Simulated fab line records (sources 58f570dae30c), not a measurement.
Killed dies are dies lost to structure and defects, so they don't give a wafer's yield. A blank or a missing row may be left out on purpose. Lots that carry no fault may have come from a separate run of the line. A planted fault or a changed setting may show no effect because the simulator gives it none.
Which tool did it? :: flow berkeleyCmos170 :: 14 lots with 40 wafers sampled at 6 steps, on a route of 331 steps

== WHAT EACH GAUGE READ, for each wafer ==
UCB170_CONTACT_OVL_MEAS_16.
lot: L221
measured: day 7 23:27
on: overlay-02
CONTACT_OVL (nm): 4 12 8

lot: L222
measured: day 8 09:02
on: overlay-02
CONTACT_OVL (nm): 4 2 8

lot: L224
measured: day 9 01:03
on: overlay-02
CONTACT_OVL (nm): 2 1 -6

lot: L225
measured: day 9 03:10
on: overlay-02
CONTACT_OVL (nm): 5 2 8

lot: L226
measured: day 9 10:13
on: overlay-01
CONTACT_OVL (nm): 6 0 5

lot: L228
measured: day 9 21:38
on: overlay-01
CONTACT_OVL (nm): 2 7 -3

lot: L231
measured: day 10 11:26
on: overlay-01
CONTACT_OVL (nm): 8

lot: L233
measured: day 10 10:41
on: overlay-02
CONTACT_OVL (nm): 4 6 3

lot: L234
measured: day 10 23:31
on: overlay-01
CONTACT_OVL (nm): 1 -2 -6

lot: L238
measured: day 11 22:11
on: overlay-02
CONTACT_OVL (nm): 9 4 4

lot: L239
measured: day 12 02:17
on: overlay-02
CONTACT_OVL (nm): 9 3 6

lot: L241
measured: day 12 05:11
on: overlay-01
CONTACT_OVL (nm): -2 -2 2

lot: L240
measured: day 12 04:37
on: overlay-02
CONTACT_OVL (nm): 8 4 7

lot: L243
measured: day 13 06:11
on: overlay-02
CONTACT_OVL (nm): 8 3 10

UCB170_M1_RS_MEAS_01: uses a four-point probe to measure.
lot: L221
measured: day 8 00:08
on: filmMetro-04
M1_AL_RS (ohm/sq): 0.0488 0.0500 0.0493

lot: L222
measured: day 8 09:42
on: filmMetro-04
M1_AL_RS (ohm/sq): 0.0491 0.0486 0.0491

lot: L224
measured: day 9 01:54
on: filmMetro-03
M1_AL_RS (ohm/sq): 0.0483 0.0487 0.0490

lot: L225
measured: day 9 03:50
on: filmMetro-03
M1_AL_RS (ohm/sq): 0.0480 0.0485 0.0481

lot: L226
measured: day 9 10:53
on: filmMetro-02
M1_AL_RS (ohm/sq): 0.0487 0.0482 0.0485

lot: L228
measured: day 9 22:22
on: filmMetro-04
M1_AL_RS (ohm/sq): 0.0492 0.0521 0.0491 0.0492 0.0522 0.0491

lot: L231
measured: day 10 12:10
on: filmMetro-04
M1_AL_RS (ohm/sq): 0.0519 0.0520

lot: L233
measured: day 10 11:22
on: filmMetro-02
M1_AL_RS (ohm/sq): 0.0484 0.0490 0.0485

lot: L234
measured: day 11 00:10
on: filmMetro-02
M1_AL_RS (ohm/sq): 0.0482 0.0483 0.0485

lot: L238
measured: day 11 22:52
on: filmMetro-02
M1_AL_RS (ohm/sq): 0.0470 0.0480 0.0470

lot: L239
measured: day 12 02:56
on: filmMetro-04
M1_AL_RS (ohm/sq): 0.0489 0.0482 0.0489

lot: L241
measured: day 12 05:51
on: filmMetro-02
M1_AL_RS (ohm/sq): 0.0495 0.0482 0.0499

lot: L240
measured: day 12 05:18
on: filmMetro-03
M1_AL_RS (ohm/sq): 0.0486 0.0487 0.0484

lot: L243
measured: day 13 06:52
on: filmMetro-04
M1_AL_RS (ohm/sq): 0.0479 0.0490 0.0484

UCB170_M1_THK_MEAS_02: measures by xrf.
lot: L221
measured: day 8 00:15
on: filmMetro-04
M1_AL_THK (nm): 584 575 584

lot: L222
measured: day 8 09:49
on: filmMetro-04
M1_AL_THK (nm): 587 590 584

lot: L224
measured: day 9 02:01
on: filmMetro-03
M1_AL_THK (nm): 600 593 587

lot: L225
measured: day 9 03:56
on: filmMetro-03
M1_AL_THK (nm): 602 598 601

lot: L226
measured: day 9 11:00
on: filmMetro-02
M1_AL_THK (nm): 591 598 594

lot: L228
measured: day 10 01:38
on: filmMetro-04
M1_AL_THK (nm): 584 550 587 587 555 592

lot: L231
measured: day 10 14:19
on: filmMetro-04
M1_AL_THK (nm): 556 558

lot: L233
measured: day 10 11:29
on: filmMetro-02
M1_AL_THK (nm): 593 588 597

lot: L234
measured: day 11 00:17
on: filmMetro-02
M1_AL_THK (nm): 597 597 594

lot: L238
measured: day 11 22:58
on: filmMetro-02
M1_AL_THK (nm): 613 601 610

lot: L239
measured: day 12 03:03
on: filmMetro-04
M1_AL_THK (nm): 588 601 587

lot: L241
measured: day 12 05:58
on: filmMetro-02
M1_AL_THK (nm): 581 598 577

lot: L240
measured: day 12 05:24
on: filmMetro-03
M1_AL_THK (nm): 598 596 602

lot: L243
measured: day 13 06:58
on: filmMetro-04
M1_AL_THK (nm): 602 595 597

== WHICH TOOL RAN EACH LOT (tool, then ch and the chambers of the sampled wafers, then the start) ==
lot: L221
UCB170_BACKSIDE_STRIP_03: plasmaAsher-01 ch 1, day 7 17:12
UCB170_CONTACT_ETCH_17: rieDiel-03 ch 0,2,3, day 7 23:29
UCB170_M1_SPUTTER_00: pvdSputter-04, day 8 00:04

lot: L222
UCB170_BACKSIDE_STRIP_03: plasmaAsher-04 ch 0,1, day 8 03:21
UCB170_CONTACT_ETCH_17: rieDiel-04 ch 0,1,2, day 8 09:04
UCB170_M1_SPUTTER_00: pvdSputter-02, day 8 09:38

lot: L224
UCB170_BACKSIDE_STRIP_03: plasmaAsher-01 ch 0,1, day 8 18:46
UCB170_CONTACT_ETCH_17: rieDiel-03 ch 0,2, day 9 01:05
UCB170_M1_SPUTTER_00: pvdSputter-02, day 9 01:50

lot: L225
UCB170_BACKSIDE_STRIP_03: plasmaAsher-04 ch 0,1, day 8 19:05
UCB170_CONTACT_ETCH_17: rieDiel-03 ch 0,2,3, day 9 03:11
UCB170_M1_SPUTTER_00: pvdSputter-01, day 9 03:45

lot: L226
UCB170_BACKSIDE_STRIP_03: plasmaAsher-03 ch 0,1, day 9 03:55
UCB170_CONTACT_ETCH_17: rieDiel-03 ch 1,2,3, day 9 10:15
UCB170_M1_SPUTTER_00: pvdSputter-01, day 9 10:49

lot: L228
UCB170_BACKSIDE_STRIP_03: plasmaAsher-04 ch 0,1, day 9 14:46
UCB170_CONTACT_ETCH_17: rieDiel-02 ch 1,2, day 9 21:40
UCB170_M1_SPUTTER_00: pvdSputter-01, day 9 22:18

lot: L231
UCB170_BACKSIDE_STRIP_03: plasmaAsher-03 ch 0, day 10 04:41
UCB170_CONTACT_ETCH_17: rieDiel-02 ch 1, day 10 11:28
UCB170_M1_SPUTTER_00: pvdSputter-01, day 10 12:04

lot: L233
UCB170_BACKSIDE_STRIP_03: plasmaAsher-04 ch 0,1, day 10 04:59
UCB170_CONTACT_ETCH_17: rieDiel-03 ch 1,2,3, day 10 10:43
UCB170_M1_SPUTTER_00: pvdSputter-04, day 10 11:18

lot: L234
UCB170_BACKSIDE_STRIP_03: plasmaAsher-01 ch 0,1, day 10 17:17
UCB170_CONTACT_ETCH_17: rieDiel-04 ch 1,2, day 10 23:33
UCB170_M1_SPUTTER_00: pvdSputter-04, day 11 00:07

lot: L238
UCB170_BACKSIDE_STRIP_03: plasmaAsher-04 ch 0,1, day 11 16:13
UCB170_CONTACT_ETCH_17: rieDiel-02 ch 1,3, day 11 22:13
UCB170_M1_SPUTTER_00: pvdSputter-04, day 11 22:46

lot: L239
UCB170_BACKSIDE_STRIP_03: plasmaAsher-01 ch 0,1, day 11 19:50
UCB170_CONTACT_ETCH_17: rieDiel-04 ch 0,1,3, day 12 02:19
UCB170_M1_SPUTTER_00: pvdSputter-04, day 12 02:52

lot: L241
UCB170_BACKSIDE_STRIP_03: plasmaAsher-01 ch 0,1, day 11 23:08
UCB170_CONTACT_ETCH_17: rieDiel-02 ch 2,3, day 12 05:14
UCB170_M1_SPUTTER_00: pvdSputter-04, day 12 05:47

lot: L240
UCB170_BACKSIDE_STRIP_03: plasmaAsher-03 ch 0,1, day 11 23:37
UCB170_CONTACT_ETCH_17: rieDiel-04 ch 0,2,3, day 12 04:38
UCB170_M1_SPUTTER_00: pvdSputter-02, day 12 05:12

lot: L243
UCB170_BACKSIDE_STRIP_03: plasmaAsher-01 ch 0,1, day 13 00:07
UCB170_CONTACT_ETCH_17: rieDiel-03 ch 0,1,3, day 13 06:13
UCB170_M1_SPUTTER_00: pvdSputter-04, day 13 06:47
- UCB170_BACKSIDE_STRIP_03: strips in O2.
- UCB170_CONTACT_ETCH_17: etches BARC in N2/H2.
- UCB170_M1_SPUTTER_00: material Al, target thk 600 nm, time 80 s.

== WHAT THE TOOLS THEMSELVES READ (means of the sampled wafers that have a number; where no wafer has one, the mark that the record gives instead) ==
UCB170_BACKSIDE_STRIP_03.
lot: L221
tool: plasmaAsher-01
drypumpMotorCurrentA (A): 5.44
oesProductAu (a.u.): 0.734
stripTimeToEndpointS (s): 22.01

lot: L222
tool: plasmaAsher-04
drypumpMotorCurrentA (A): 5.59
oesProductAu (a.u.): 0.735
stripTimeToEndpointS (s): 21.89

lot: L224
tool: plasmaAsher-01
drypumpMotorCurrentA (A): 5.42
oesProductAu (a.u.): 0.734
stripTimeToEndpointS (s): 22.03

lot: L225
tool: plasmaAsher-04
drypumpMotorCurrentA (A): 5.59
oesProductAu (a.u.): 0.734
stripTimeToEndpointS (s): 21.98

lot: L226
tool: plasmaAsher-03
drypumpMotorCurrentA (A): 5.40
oesProductAu (a.u.): 0.738
stripTimeToEndpointS (s): 22.04

lot: L228
tool: plasmaAsher-04
drypumpMotorCurrentA (A): 5.71
oesProductAu (a.u.): 0.737
stripTimeToEndpointS (s): 22.02

lot: L231
tool: plasmaAsher-03
drypumpMotorCurrentA (A): 5.52
oesProductAu (a.u.): 0.735
stripTimeToEndpointS (s): 22.01

lot: L233
tool: plasmaAsher-04
drypumpMotorCurrentA (A): 5.58
oesProductAu (a.u.): 0.732
stripTimeToEndpointS (s): 21.97

lot: L234
tool: plasmaAsher-01
drypumpMotorCurrentA (A): 5.41
oesProductAu (a.u.): 0.730
stripTimeToEndpointS (s): 21.97

lot: L238
tool: plasmaAsher-04
drypumpMotorCurrentA (A): 5.73
oesProductAu (a.u.): 0.736
stripTimeToEndpointS (s): 21.91

lot: L239
tool: plasmaAsher-01
drypumpMotorCurrentA (A): 5.42
oesProductAu (a.u.): 0.739
stripTimeToEndpointS (s): 22.04

lot: L241
tool: plasmaAsher-01
drypumpMotorCurrentA (A): 5.42
oesProductAu (a.u.): 0.734
stripTimeToEndpointS (s): 22.06

lot: L240
tool: plasmaAsher-03
drypumpMotorCurrentA (A): 5.40
oesProductAu (a.u.): 0.738
stripTimeToEndpointS (s): 22.02

lot: L243
tool: plasmaAsher-01
drypumpMotorCurrentA (A): 5.43
oesProductAu (a.u.): 0.736
stripTimeToEndpointS (s): 21.95

UCB170_CONTACT_ETCH_17.
lot: L221
tool: rieDiel-03
drypumpMotorCurrentA (A): 6.1
oesProductAu (a.u.): 1.005
throttleValvePct (%): 13.47

lot: L222
tool: rieDiel-04
drypumpMotorCurrentA (A): 5.5
oesProductAu (a.u.): 1.028
throttleValvePct (%): 13.37

lot: L224
tool: rieDiel-03
drypumpMotorCurrentA (A): 6.3
oesProductAu (a.u.): 1.019
throttleValvePct (%): 13.60

lot: L225
tool: rieDiel-03
drypumpMotorCurrentA (A): 6.1
oesProductAu (a.u.): 1.009
throttleValvePct (%): 13.46

lot: L226
tool: rieDiel-03
drypumpMotorCurrentA (A): 5.6
oesProductAu (a.u.): 1.010
throttleValvePct (%): 13.41

lot: L228
tool: rieDiel-02
drypumpMotorCurrentA (A): 5.2
oesProductAu (a.u.): 1.017
throttleValvePct (%): 13.36

lot: L231
tool: rieDiel-02
drypumpMotorCurrentA (A): 5.0
oesProductAu (a.u.): 1.009
throttleValvePct (%): 13.35

lot: L233
tool: rieDiel-03
drypumpMotorCurrentA (A): 5.6
oesProductAu (a.u.): 1.015
throttleValvePct (%): 13.41

lot: L234
tool: rieDiel-04
drypumpMotorCurrentA (A): 5.5
oesProductAu (a.u.): 1.031
throttleValvePct (%): 13.47

lot: L238
tool: rieDiel-02
drypumpMotorCurrentA (A): 5.1
oesProductAu (a.u.): 1.029
throttleValvePct (%): 13.29

lot: L239
tool: rieDiel-04
drypumpMotorCurrentA (A): 5.7
oesProductAu (a.u.): 1.021
throttleValvePct (%): 13.24

lot: L241
tool: rieDiel-02
drypumpMotorCurrentA (A): 5.4
oesProductAu (a.u.): 1.045
throttleValvePct (%): 13.22

lot: L240
tool: rieDiel-04
drypumpMotorCurrentA (A): 5.8
oesProductAu (a.u.): 1.039
throttleValvePct (%): 13.29

lot: L243
tool: rieDiel-03
drypumpMotorCurrentA (A): 5.9
oesProductAu (a.u.): 1.020
throttleValvePct (%): 13.47

UCB170_M1_SPUTTER_00.
lot: L221
tool: pvdSputter-04
throttleValvePct (%): 29.5

lot: L222
tool: pvdSputter-02
throttleValvePct (%): 29.0

lot: L224
tool: pvdSputter-02
throttleValvePct (%): 29.9

lot: L225
tool: pvdSputter-01
throttleValvePct (%): 29.2

lot: L226
tool: pvdSputter-01
throttleValvePct (%): 29.5

lot: L228
tool: pvdSputter-01
throttleValvePct (%): 30.1

lot: L231
tool: pvdSputter-01
throttleValvePct (%): 29.6

lot: L233
tool: pvdSputter-04
throttleValvePct (%): 30.5

lot: L234
tool: pvdSputter-04
throttleValvePct (%): 29.3

lot: L238
tool: pvdSputter-04
throttleValvePct (%): 30.5

lot: L239
tool: pvdSputter-04
throttleValvePct (%): 29.6

lot: L241
tool: pvdSputter-04
throttleValvePct (%): 30.1

lot: L240
tool: pvdSputter-02
throttleValvePct (%): 29.9

lot: L243
tool: pvdSputter-04
throttleValvePct (%): 29.7

== THE ANSWER, worked out from the rows above alone ==
Rule: the lots themselves supply what counts as usual. Put in order of their means at a reading, lots are off if they are a third of the lots or fewer, leave a main group of 4 or more, and stand apart from it by a gap of 3 or more times the standard deviation of the main group's means; of several such gaps the widest counts. A main group whose means are all the same, to the digits that the tables above print for the reading, isn't used. Also off: a lot with no number at a reading for which 4 or more lots have one. All remaining lots with rows at the step are treated as sound. Order of review: gauges by route order, followed by the tools' own readings, for which a lot's mean as printed above is used. At the first step where some lot is off, the reading lying furthest off is the one used; lots without a number count as furthest.
Across all readings shown, no lot is off: no conclusion can be drawn from this.

== WHAT HAD BEEN PUT IN BY THE SIMULATOR ==
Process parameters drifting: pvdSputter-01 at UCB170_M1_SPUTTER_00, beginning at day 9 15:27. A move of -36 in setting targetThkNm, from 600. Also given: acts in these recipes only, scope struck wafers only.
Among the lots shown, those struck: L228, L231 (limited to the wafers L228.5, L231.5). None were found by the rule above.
